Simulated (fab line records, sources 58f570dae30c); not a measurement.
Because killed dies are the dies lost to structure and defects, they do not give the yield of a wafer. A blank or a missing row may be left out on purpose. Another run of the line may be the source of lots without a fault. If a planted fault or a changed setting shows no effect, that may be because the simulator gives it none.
Which tool did it?	flow berkeley_cmos170	7 lots with 21 wafers sampled at 2 steps, on a route of 331 steps

== WHAT EACH GAUGE READ, for each wafer ==
UCB170_PVT_OVL_MEAS_06.
lot	measured	on	PVT_OVL (nm)
L775	day 6 09:05	overlay-02	-3 5 -10
L774	day 6 09:41	overlay-02	7 12 14
L781	day 7 12:11	overlay-02	- - -
L788	day 8 18:08	overlay-02	11 20 13
L790	day 9 00:28	overlay-02	5 2 -2
L793	day 9 18:34	overlay-01	16 17 16
L795	day 10 01:46	overlay-02	2 -4 0

== WHICH TOOL RAN EACH LOT (tool, then ch and the chambers of the sampled wafers, then the start) ==
lot	UCB170_PVT_COAT_01
L775	litho_track-03 ch 0, day 6 08:04
L774	litho_track-02 ch 0, day 6 08:25
L781	litho_track-02, day 7 11:08
L788	litho_track-04 ch 0, day 8 17:19
L790	litho_track-03 ch 0, day 8 23:37
L793	litho_track-03 ch 0, day 9 16:50
L795	litho_track-02 ch 0, day 10 00:55
- UCB170_PVT_COAT_01: resist thk 900 nm.

== THE ANSWER, worked out from the rows above alone ==
Rule: usual is defined by the lots themselves. Put in order of their means at a reading, lots are off if they are a third of the lots or fewer, leave a main group of 4 or more, and stand apart from it by a gap of 3 or more times the standard deviation of the main group's means; of several such gaps the widest counts. If all means in a main group match to the digits the tables above print for the reading, that group is not used. A lot without any number at a reading at which 4 lots or more have one is off too. Where the step has rows for the other lots, those lots are counted as sound.
Off: at UCB170_PVT_OVL_MEAS_06 (PVT_OVL), L781. Without a number there: L781. The main group: mean 7 nm, standard deviation 7.6.
If a tool, at a process step before that reading, ran all the lots that are off and no sound lot after the first of them, it fits. The gauges at UCB170_PVT_OVL_MEAS_06 are tried like those tools. Of those tried, none fits.

== WHAT WAS PUT IN BY THE SIMULATOR ==
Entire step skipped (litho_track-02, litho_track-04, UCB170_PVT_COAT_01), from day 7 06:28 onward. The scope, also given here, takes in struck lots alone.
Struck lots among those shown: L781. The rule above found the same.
